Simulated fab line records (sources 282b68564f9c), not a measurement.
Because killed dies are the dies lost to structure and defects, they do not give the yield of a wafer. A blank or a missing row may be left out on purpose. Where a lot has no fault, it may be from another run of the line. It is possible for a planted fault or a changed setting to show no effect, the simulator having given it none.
Split-lot experiment + flow ritCmos + 23 wafers read across 5 lots, on a route 202 steps long

== THE SPLIT ITSELF ==
At RIT_PLDD_IMPLANT_08, the setting doseCm2 was moved away from the recipe's 9e+14 on 5 of the 23 wafers read, by -5.1% to +6.0%. The other wafers ran this setting at the recipe's value.

== FROM THE SPLIT TO THE READING: what the file shows between them, 5 steps ==
- RIT_SPACER_CVD_03: deposits Si3N4 from SiH2Cl2/NH3, target thk 250 nm, time 3300 s (also split here: timeS)
- RIT_SPACER_THK_MEAS_04
- RIT_SPACER_ETCHBACK_05: etches Si3N4 in SF6/CHF3, stops on SiO2, target depth 250 nm, time 240 s
- RIT_PSD_IMPLANT_08 (also split here: tiltDeg)
- RIT_PSD_STRIP_09: strips in O2, time 180 s

== THE READING ==
PLDD_RS in ohm/sq, measured at RIT_SDANNEAL_RS_MEAS_06 by four-point-probe. On this fab line, fault-free wafers typically give 178.5 ohm/sq with a standard deviation of 0.52 ohm/sq.

| wafer  | tool, chamber at the split | doseCm2 as run | against the recipe | PLDD_RS, ohm/sq | against lot-mates on the recipe |
|--------|----------------------------|----------------|--------------------|-----------------|---------------------------------|
| L074.1 | implanter-02, 0            | 9e+14          | recipe             | 178.9           | -                               |
| L074.2 | implanter-02, 0            | 9e+14          | recipe             | 179.3           | -                               |
| L074.4 | implanter-02, 0            | 9e+14          | recipe             | 179.2           | -                               |
| L074.5 | implanter-02, 0            | 9e+14          | recipe             | 179.1           | -                               |
| L074.6 | implanter-02, 0            | 9e+14          | recipe             | 179.4           | -                               |
| L076.1 | implanter-01, 0            | 9e+14          | recipe             | 178.4           | -                               |
| L076.2 | implanter-01, 0            | 9e+14          | recipe             | 178.8           | -                               |
| L076.5 | implanter-01, 0            | 9e+14          | recipe             | 179.0           | -                               |
| L078.1 | implanter-04, 0            | 9.536e+14      | +6.0%              | 173.8           | -5.0                            |
| L078.2 | implanter-04, 0            | 9.536e+14      | +6.0%              | 173.9           | -4.9                            |
| L078.4 | implanter-04, 0            | 9e+14          | recipe             | 178.8           | -                               |
| L078.5 | implanter-04, 0            | 9e+14          | recipe             | 178.4           | -                               |
| L078.6 | implanter-04, 0            | 9e+14          | recipe             | 179.1           | -                               |
| L083.1 | implanter-04, 0            | 9e+14          | recipe             | 178.1           | -                               |
| L083.2 | implanter-04, 0            | 9e+14          | recipe             | 178.4           | -                               |
| L083.3 | implanter-04, 0            | 9e+14          | recipe             | 178.3           | -                               |
| L083.4 | implanter-04, 0            | 9e+14          | recipe             | 178.6           | -                               |
| L083.6 | implanter-04, 0            | 9e+14          | recipe             | 178.6           | -                               |
| L084.1 | implanter-02, 0            | 8.538e+14      | -5.1%              | 184.0           | +5.2                            |
| L084.2 | implanter-02, 0            | 9e+14          | recipe             | 178.6           | -                               |
| L084.3 | implanter-02, 0            | 8.538e+14      | -5.1%              | 183.8           | +5.1                            |
| L084.4 | implanter-02, 0            | 8.538e+14      | -5.1%              | 183.9           | +5.2                            |
| L084.5 | implanter-02, 0            | 9e+14          | recipe             | 178.9           | -                               |

FIT RESULTS
A straight line over all 23 wafers: PLDD_RS changes by -0.915 ohm/sq for each +1% of doseCm2; r = -0.99; the points scatter about the line by 0.39 ohm/sq.
The same after taking each lot's own level away (the mean of its wafers on the recipe; 23 wafers): -0.917 ohm/sq for each +1%; r = -0.99; scatter 0.29 ohm/sq.
The reading moves by 5.5 ohm/sq for the largest change in doseCm2, on that fit.
The span of the lots' own levels, 178.40 to 179.18 ohm/sq, comes to 1.5 times the standard deviation stated above.
So the lot-to-lot level changes the slope little: the two slopes agree.
Check: -5.52 ohm/sq against its lot-mates is what the line predicts for one of the wafers moved furthest among these (+6.0%) when that wafer is left out of the fit. It came out at -4.97 ohm/sq against them.

== OTHER SPLITS ON THESE WAFERS ==
Other splits were also applied to these wafers ahead of the reading. Each is held against what the fit with the lots' levels taken away leaves over:
| other split on the same wafers | wafers away from the commonest value | r with PLDD_RS (lot level and that fit taken away) |
|--------------------------------|--------------------------------------|----------------------------------------------------|
| RIT_REOX_OXIDATION_03 tempC    | 13                                   | -0.22                                              |
| RIT_SPACER_CVD_03 timeS        | 15                                   | -0.37                                              |
| RIT_PSD_IMPLANT_08 tiltDeg     | 9                                    | +0.24                                              |

== FILE'S OWN FIT ==
PLDD_RS changes by -0.902 ohm/sq for each +1% of doseCm2, r = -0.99.
